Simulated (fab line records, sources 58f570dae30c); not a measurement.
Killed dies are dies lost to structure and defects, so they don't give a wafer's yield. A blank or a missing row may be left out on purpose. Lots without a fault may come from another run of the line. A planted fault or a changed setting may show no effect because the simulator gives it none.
Which tool did it? | flow berkeley_cmos170 | 7 lots, 21 wafers sampled, at 4 steps of a route of 331

WHAT THE GAUGES READ, wafer by wafer
UCB170_M3_OVL_MEAS_16.
lot  | measured     | on         | M3_OVL (nm)
L603 | day 9 00:11  | overlay-01 | -1 0 0
L605 | day 9 08:17  | overlay-02 | -6 0 -4
L610 | day 10 09:13 | overlay-01 | -6 -8 -6
L616 | day 11 23:48 | overlay-02 | -1 2 1
L617 | day 12 18:29 | overlay-02 | 5 2 -3
L619 | day 13 12:39 | overlay-01 | 60 60 63
L622 | day 13 07:35 | overlay-01 | -7 2 -3

WHICH TOOL RAN EACH LOT (tool, then ch and the chambers of the sampled wafers, then the start)
lot  | UCB170_NWELL_STRIP_15               | UCB170_M3_STRIP_07                   | UCB170_M3_EXPOSE_12
L603 | plasma_asher-03 ch 0,1, day 2 13:35 | plasma_asher-01 ch 0,1, day 8 22:17  | krf_scanner-02 ch 0, day 8 23:08
L605 | plasma_asher-04 ch 0,1, day 3 02:52 | plasma_asher-02 ch 0,1, day 9 06:01  | krf_scanner-02 ch 0, day 9 07:38
L610 | plasma_asher-03 ch 0,1, day 3 19:25 | plasma_asher-01 ch 0,1, day 10 07:33 | krf_scanner-02 ch 0, day 10 08:22
L616 | plasma_asher-02 ch 0,1, day 5 05:19 | plasma_asher-01 ch 0, day 11 20:20   | krf_scanner-01 ch 0, day 11 22:22
L617 | plasma_asher-03 ch 0,1, day 5 12:22 | plasma_asher-01 ch 0,1, day 12 16:23 | krf_scanner-01 ch 0, day 12 17:18
L619 | plasma_asher-03 ch 0,1, day 6 02:16 | plasma_asher-04 ch 1, day 13 08:54   | krf_scanner-02 ch 0, day 13 10:52
L622 | plasma_asher-03 ch 0,1, day 6 17:02 | plasma_asher-02 ch 0,1, day 13 04:34 | krf_scanner-02 ch 0, day 13 06:19
- UCB170_NWELL_STRIP_15: strips in O2.
- UCB170_M3_STRIP_07: strips in O2.
- UCB170_M3_EXPOSE_12: exposes mask METAL3, target cd 700 nm.

THE ANSWER, worked out from the rows above alone
Rule: what is usual is taken from the lots themselves. Put in order of their means at a reading, lots are off if they are a third of the lots or fewer, leave a main group of 4 or more, and stand apart from it by a gap of 3 or more times the standard deviation of the main group's means; of several such gaps the widest counts. A main group whose means are all the same, to the digits that the tables above print for the reading, isn't used. A lot without any number at a reading at which 4 lots or more have one is off too. The other lots that the step has rows for count as sound.
Off: L619, at UCB170_M3_OVL_MEAS_16 (M3_OVL). The main group: mean -2 nm, standard deviation 2.7.
A tool fits if, at a process step before that reading, it ran every lot that is off, and no sound lot after the first of them. The gauges at UCB170_M3_OVL_MEAS_16 are tried like those tools. Can't be told from this: 3 tools fit, plasma_asher-04 at UCB170_M3_STRIP_07, krf_scanner-02 at UCB170_M3_EXPOSE_12, overlay-01 at UCB170_M3_OVL_MEAS_16.

WHAT THE SIMULATOR HAD PUT IN
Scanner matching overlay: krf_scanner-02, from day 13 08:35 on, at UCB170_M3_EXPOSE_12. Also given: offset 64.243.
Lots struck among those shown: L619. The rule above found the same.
